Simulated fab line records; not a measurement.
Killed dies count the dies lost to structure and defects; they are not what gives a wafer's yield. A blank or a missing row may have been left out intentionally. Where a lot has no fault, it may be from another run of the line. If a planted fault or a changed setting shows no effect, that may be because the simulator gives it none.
A lot that was struck, set against a sound lot | flow rit_cmos | 34 steps out of a route of 202
Sound: the wafers L101.3, L101.4, L101.6. Wafers struck: L113.1, L113.4, L113.5. The cause comes at the end.
At each step with rows: each side's tool, then ch and its chambers, then its first start. Under that, the readings that differ: sound wafers | struck wafers | difference of the means | sigmas: that difference in standard deviations of wafers without a fault.
alike: same words and numbers on both sides, and readings whose means sit less than 2 such deviations apart. not compared: any withheld reading, any reading some wafer has no value for, any bound like >300 that may hide the same value, and any number with overlapping values for which the record gives no deviation.
Wherever a step has rows on one side only, a row that says differs or no value, or a row with sigmas, the two part there. When numbers do not overlap yet have no deviation, they are printed without sigmas and do not part them. Lack of a reading on every wafer of one side parts them only where that side has two or more wafers.

RIT_PLDD_OVL_MEAS_06:
  sound: overlay-01 at day 3 06:30; struck: overlay-01 at day 5 17:32
  alike: PLDD_OVL
then, 2 steps without rows for these wafers: RIT_PLDD_HARDBAKE_07 (time 60 s); RIT_PLDD_IMPLANT_08.
RIT_PLDD_STRIP_09: strips in O2, time 180 s.
  sound on plasma_asher-01 ch 0,1, day 3 06:53; struck on plasma_asher-03 ch 0,1, day 5 17:52
  alike: drypump_motor_current_A
  not compared: rf_hours_counter_h
RIT_PLDD_TW_MEAS_10:
  sound: film_metro-04 at day 3 07:01; struck: film_metro-02 at day 5 18:02
  alike: PLDD_TW
then, 4 steps without rows for these wafers: RIT_SPACER_CLEAN_00 (cleans in SC1, time 600 s); RIT_SPACER_CLEAN_01 (cleans in dHF, time 30 s); RIT_SPACER_CLEAN_02 (cleans in SC2, time 600 s); RIT_SPACER_CVD_03 (deposits Si3N4 from SiH2Cl2/NH3, target thk 250 nm, time 3300 s).
RIT_SPACER_THK_MEAS_04:
  sound: film_metro-01 at day 3 09:22; struck: film_metro-01 at day 5 20:25
  alike: SPACER_NITRIDE_THK
RIT_SPACER_ETCHBACK_05: etches Si3N4 in SF6/CHF3, stops on SiO2, target depth 250 nm, time 230.9 s.
  sound on rie_diel-02 ch 1,3, day 3 09:24; struck on rie_diel-03 ch 0,1,3, day 5 20:29
  reading               | sound             | struck            | difference | sigmas
  oes_product_au (a.u.) | 0.890 0.885 0.889 | 0.865 0.862 0.836 | -0.034     | -2
  alike: drypump_motor_current_A, rf_fwd_power_W, throttle_valve_pct
  not compared: rf_hours_counter_h
then, 1 step without rows for these wafers: RIT_NSD_HMDS_00 (prime time 60 s).
RIT_NSD_COAT_01: resist thk 1000 nm.
  struck on litho_track-01, day 5 20:47; sound on litho_track-01 ch 0, day 3 09:45
  no value came back on the struck wafers for chill_plate_temp_C (C), dispense_pressure_kPa (kPa); on the sound wafers chill_plate_temp_C (C) reads 22.95 23.04 23.04
then, 4 steps without rows for these wafers: RIT_NSD_SOFTBAKE_02 (time 60 s); RIT_NSD_EXPOSE_03 (exposes mask M9, target cd 40700 nm); RIT_NSD_PEB_04; RIT_NSD_DEVELOP_05 (develop time 50 s).
RIT_NSD_OVL_MEAS_06:
  sound: overlay-02 at day 3 10:26; struck: overlay-01 at day 5 21:29
  reading      | sound          | struck | difference                    | sigmas
  NSD_OVL (nm) | -3.8 -1.3 -0.7 | - - -  | no value on the struck wafers |
then, 2 steps without rows for these wafers: RIT_NSD_HARDBAKE_07 (time 60 s); RIT_NSD_IMPLANT_08.
RIT_NSD_STRIP_09: strips in O2, time 180 s.
  sound on plasma_asher-01 ch 0,1, day 3 10:49; struck on plasma_asher-01 ch 0, day 5 21:49
  alike: drypump_motor_current_A
  not compared: rf_hours_counter_h
RIT_NSD_TW_MEAS_10:
  sound: film_metro-04 at day 3 10:57; struck: film_metro-03 at day 5 21:59
  alike: NSD_TW
then, 6 steps without rows for these wafers: RIT_PSD_HMDS_00 (prime time 60 s); RIT_PSD_COAT_01 (resist thk 1000 nm); RIT_PSD_SOFTBAKE_02 (time 60 s); RIT_PSD_EXPOSE_03 (exposes mask M10, target cd 40900 nm); RIT_PSD_PEB_04; RIT_PSD_DEVELOP_05 (develop time 50 s).
RIT_PSD_OVL_MEAS_06:
  sound: overlay-02 at day 3 11:59; struck: overlay-02 at day 5 22:54
  alike: PSD_OVL
then, 2 steps without rows for these wafers: RIT_PSD_HARDBAKE_07 (time 60 s); RIT_PSD_IMPLANT_08.
RIT_PSD_STRIP_09: strips in O2, time 180 s.
  sound on plasma_asher-02 ch 0,1, day 3 12:22; struck on plasma_asher-04 ch 0,1, day 5 23:14
  alike: drypump_motor_current_A
  not compared: rf_hours_counter_h
RIT_PSD_TW_MEAS_10:
  sound: film_metro-04 at day 3 12:30; struck: film_metro-04 at day 5 23:25
  reading | sound          | struck         | difference | sigmas
  PSD_TW  | 3382 3417 3408 | 3599 3607 3595 | +198       | +10
then, 1 step without rows for these wafers: RIT_SDANNEAL_CLEAN_00 (cleans in SC1, time 600 s).

== WHERE THEY PART ==
First at RIT_SPACER_ETCHBACK_05; last, within this record, at RIT_PSD_TW_MEAS_10.

WHY: what had been put in by the simulator
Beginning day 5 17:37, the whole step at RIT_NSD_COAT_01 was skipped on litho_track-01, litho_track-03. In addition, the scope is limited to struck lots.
